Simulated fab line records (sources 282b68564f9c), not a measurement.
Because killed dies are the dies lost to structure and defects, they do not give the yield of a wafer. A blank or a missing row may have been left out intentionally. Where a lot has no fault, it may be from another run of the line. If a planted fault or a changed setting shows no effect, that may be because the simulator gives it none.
Lot-split experiment -- flow rit cmos -- 23 wafers read across 5 lots, on a route 202 steps long

## ON THE SPLIT
At RIT_NWELL_SOFTBAKE_02 (time 60 s), the setting temp c was moved away from the recipe's 90 C on 7 of the 23 wafers read, by -1.9% to +3.3%. All remaining wafers had this setting at the recipe value.

## FROM THE SPLIT TO THE READING: what the file shows between them, 2 steps
- RIT_NWELL_EXPOSE_03: exposes mask M2, target cd 43900 nm
- RIT_NWELL_PEB_04

## THE READING
NOVOLAK_of_NWELL_COAT_01.thk nm (the simulator's own value, which no gauge read), in nm, at RIT_NWELL_DEVELOP_05 (develop time 68 s). There is no usual value for it anywhere in the file. The 16 wafers here that ran the recipe average 1300 nm, standard deviation 2.5 nm.

wafer,"tool, chamber at the split","temp c as run, C",against the recipe,"NOVOLAK_of_NWELL_COAT_01.thk nm, nm",against lot-mates on the recipe
L078.1,"litho track-03, 0",92.06,+2.3%,1291,-7
L078.2,"litho track-03, 0",90,recipe,1298,-
L078.3,"litho track-03, 0",90,recipe,1297,-
L078.4,"litho track-03, 0",92.06,+2.3%,1292,-6
L078.5,"litho track-03, 0",90,recipe,1299,-
L079.1,"litho track-04, 0",90,recipe,1301,-
L079.2,"litho track-04, 0",90,recipe,1301,-
L079.5,"litho track-04, 0",90,recipe,1301,-
L079.3,"litho track-04, 0",90,recipe,1299,-
L079.6,"litho track-04, 0",90,recipe,1303,-
L081.3,"litho track-04, 0",90,recipe,1304,-
L081.4,"litho track-04, 0",90,recipe,1301,-
L081.6,"litho track-04, 0",90,recipe,1306,-
L082.1,"litho track-04, 0",88.33,-1.9%,1304,+4
L082.3,"litho track-04, 0",90,recipe,1297,-
L082.4,"litho track-04, 0",90,recipe,1302,-
L082.5,"litho track-04, 0",88.33,-1.9%,1305,+6
L082.6,"litho track-04, 0",88.33,-1.9%,1305,+6
L084.1,"litho track-03, 0",90,recipe,1297,-
L084.2,"litho track-03, 0",92.95,+3.3%,1292,-8
L084.5,"litho track-03, 0",92.95,+3.3%,1292,-8
L084.3,"litho track-03, 0",90,recipe,1302,-
L084.6,"litho track-03, 0",90,recipe,1300,-

THE FIT
A straight line over all 23 wafers: NOVOLAK_of_NWELL_COAT_01.thk nm changes by -2.8 nm for each +1% of temp c; r = -0.85; the points scatter about the line by 2.4 nm.
The same after taking each lot's own level away (the mean of its wafers on the recipe; 23 wafers): -2.58 nm for each +1%; r = -0.92; scatter 1.6 nm.
That fit puts the effect of the largest move of temp c on the reading at 8.5 nm.
The lots' own levels span 1298.0 to 1303.7 nm, that is 2.2 times the standard deviation above.
Hence the lot-to-lot level has little effect on the slope; both slopes agree.
Check: for one of the wafers moved furthest among these (+3.3%), held out of the fit, the line's prediction against its lot-mates is -8.66 nm. It came out at -7.67 nm against them.

## FURTHER SPLITS ON THESE WAFERS
These wafers also went through other splits before the reading. Each is held against what the fit with the lots' levels taken away leaves over:
other split on the same wafers,wafers away from the commonest value,r with NOVOLAK_of_NWELL_COAT_01.thk nm (lot level and that fit taken away)
RIT_ACTIVE_CVD_03 temp c,18,-0.06
RIT_ACTIVE_DEVELOP_10 dev temp c,7,-0.18

## FILE'S OWN FIT
NOVOLAK_of_NWELL_COAT_01.thk nm changes by -2.54 nm for each +1% of temp c, r = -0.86.
